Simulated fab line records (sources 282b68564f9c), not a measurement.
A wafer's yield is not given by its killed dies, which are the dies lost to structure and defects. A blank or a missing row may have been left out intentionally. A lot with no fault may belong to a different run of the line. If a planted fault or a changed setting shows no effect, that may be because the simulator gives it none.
The tool behind it: which one? -- flow ritCmos -- 14 lots with 42 wafers sampled at 2 steps, on a route of 202 steps

## WHAT THE GAUGES READ, wafer by wafer
RIT_CONTACT_THK_MEAS_01. Usual: CONTACT_TEOS_THK typically reads 398 nm, with standard deviation 6.4.
lot,measured,on,CONTACT_TEOS_THK (nm),flag
L814,day 3 03:55,filmMetro-03,396 387 399,
L815,day 3 08:59,filmMetro-03,403 401 400,
L817,day 3 19:20,filmMetro-03,398 404 407,
L821,day 4 14:41,filmMetro-01,400 393 399,
L822,day 4 19:22,filmMetro-04,392 394 407,
L823,day 5 00:47,filmMetro-04,398 440 400,
L824,day 5 04:36,filmMetro-03,404 398 408,
L826,day 5 13:49,filmMetro-03,399 443 403,
L830,day 6 10:09,filmMetro-01,400 404 394,
L831,day 6 16:03,filmMetro-01,385 389 389,
L833,day 7 00:52,filmMetro-01,385 393 391,
L834,day 7 06:17,filmMetro-04,388 397 399,
L836,day 7 16:10,filmMetro-01,388 392 399,
L837,day 7 23:58,filmMetro-01,391 398 397,

## WHAT TOOL EACH LOT RAN ON (gives the tool, then ch and the chambers of the sampled wafers, and finally the start)
lot,RIT_CONTACT_CVD_00
L814,"pecvd-03 ch 0,1,2, day 3 03:51"
L815,"pecvd-02 ch 0,2, day 3 08:55"
L817,"pecvd-03 ch 1,2, day 3 19:17"
L821,"pecvd-04 ch 0,1,2, day 4 14:38"
L822,"pecvd-02 ch 0,2, day 4 19:16"
L823,"pecvd-03 ch 0,1, day 5 00:44"
L824,"pecvd-04 ch 0,1, day 5 04:33"
L826,"pecvd-03 ch 0,1,2, day 5 13:45"
L830,"pecvd-04 ch 0,1,2, day 6 10:05"
L831,"pecvd-02 ch 0,1, day 6 16:00"
L833,"pecvd-04 ch 0,2, day 7 00:49"
L834,"pecvd-02 ch 1,2, day 7 06:14"
L836,"pecvd-04 ch 0,1, day 7 16:07"
L837,"pecvd-02 ch 0,1,2, day 7 23:55"
- RIT_CONTACT_CVD_00: deposits SiO2 from TEOS, target thk 400 nm, time 61 s.

## WHAT THE TOOLS THEMSELVES READ (means of the sampled wafers that have a number; where no wafer has one, the mark that the record gives instead)
RIT_CONTACT_CVD_00. Usual: heaterPowerW 325 W, standard deviation 47; rfFwdPowerW 396.5 W, standard deviation 1.4.
lot,tool,heaterPowerW (W),rfFwdPowerW (W),flag
L814,pecvd-03,318,396.1,
L815,pecvd-02,322,397.8,
L817,pecvd-03,290,395.8,
L821,pecvd-04,328,396.3,
L822,pecvd-02,313,397.2,
L823,pecvd-03,322,450.4,OFF
L824,pecvd-04,351,397.6,
L826,pecvd-03,290,450.2,OFF
L830,pecvd-04,371,396.1,
L831,pecvd-02,290,396.5,
L833,pecvd-04,373,395.9,
L834,pecvd-02,316,396.6,
L836,pecvd-04,314,396.7,
L837,pecvd-02,326,397.2,

## THE ANSWER, worked out from the rows above alone
Rule: take the mean of a lot's wafers that have a number; if it is more than 3 standard deviations from the usual mean, the lot is off. Also off: a lot with no number at a reading for which 4 or more lots have one. Any other lot the step has rows for is counted as sound. First the gauges in route order, then the tools' own readings, where a lot's mean is used as printed above. At the first step where some lot is off, the reading lying furthest off is the one used; lots without a number count as furthest.
Off at RIT_CONTACT_CVD_00 (rfFwdPowerW): L823, L826.
A tool fits if, at that step or a process step before it, it ran every lot that is off, and no sound lot after the first of them. One fits: RIT_CONTACT_CVD_00 on pecvd-03. Its last sound lot is L817 (day 3 19:17), its first lot that is off L823 (day 5 00:44): a fault that began between those two fits.
The tool's own readings at RIT_CONTACT_CVD_00 bear it out: on the lots that are off they differ by more than 5 times the standard deviation of the sound lots' means. rfFwdPowerW reads 450.3 W there against 396.6 W on the sound lots.

## WHAT THE SIMULATOR HAD PUT IN
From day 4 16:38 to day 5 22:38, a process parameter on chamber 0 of pecvd-03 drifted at RIT_CONTACT_CVD_00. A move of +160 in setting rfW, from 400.
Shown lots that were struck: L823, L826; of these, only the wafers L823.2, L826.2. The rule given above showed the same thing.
